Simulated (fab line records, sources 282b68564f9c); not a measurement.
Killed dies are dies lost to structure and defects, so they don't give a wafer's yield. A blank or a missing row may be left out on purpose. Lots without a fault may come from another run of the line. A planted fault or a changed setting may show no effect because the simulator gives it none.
Which tool did it? | flow rit_cmos | 7 lots, 21 wafers sampled, at 2 steps of a route of 202

WHAT THE GAUGES READ, wafer by wafer
RIT_GATE_THK_MEAS_09.
lot  | measured    | on            | GATE_POLY_THK (nm)
L261 | day 2 17:43 | film_metro-03 | 247.1 249.4 250.7
L264 | day 3 07:18 | film_metro-03 | 433.1 432.4 432.4
L266 | day 3 18:28 | film_metro-04 | 433.6 434.3 435.2
L277 | day 5 23:46 | film_metro-03 | 248.8 248.3 247.2
L279 | day 6 10:44 | film_metro-03 | 251.5 248.8 250.7
L281 | day 6 21:05 | film_metro-01 | 254.3 252.6 252.9
L283 | day 7 08:17 | film_metro-03 | 251.1 250.7 252.3

WHICH TOOL RAN EACH LOT (tool, then ch and the chambers of the sampled wafers, then the start)
lot  | RIT_GATE_CVD_08
L261 | lpcvd-01 ch 1, day 2 16:06
L264 | lpcvd-01 ch 0, day 3 05:41
L266 | lpcvd-01 ch 1, day 3 16:50
L277 | lpcvd-02 ch 0, day 5 22:10
L279 | lpcvd-01 ch 1, day 6 09:07
L281 | lpcvd-01 ch 0, day 6 18:39
L283 | lpcvd-02 ch 0, day 7 06:39
- RIT_GATE_CVD_08: deposits poly-Si from SiH4, target thk 250 nm, time 2220 s.

THE ANSWER, worked out from the rows above alone
Rule: what is usual is taken from the lots themselves. Put in order of their means at a reading, lots are off if they are a third of the lots or fewer, leave a main group of 4 or more, and stand apart from it by a gap of 3 or more times the standard deviation of the main group's means; of several such gaps the widest counts. A main group whose means are all the same, to the digits that the tables above print for the reading, isn't used. A lot without any number at a reading at which 4 lots or more have one is off too. The other lots that the step has rows for count as sound.
Off: L264, L266, at RIT_GATE_THK_MEAS_09 (GATE_POLY_THK). The main group: mean 250.4 nm, standard deviation 1.8.
A tool fits if, at a process step before that reading, it ran every lot that is off, and no sound lot after the first of them. The gauges at RIT_GATE_THK_MEAS_09 are tried like those tools. None of those tried fits.

WHAT THE SIMULATOR HAD PUT IN
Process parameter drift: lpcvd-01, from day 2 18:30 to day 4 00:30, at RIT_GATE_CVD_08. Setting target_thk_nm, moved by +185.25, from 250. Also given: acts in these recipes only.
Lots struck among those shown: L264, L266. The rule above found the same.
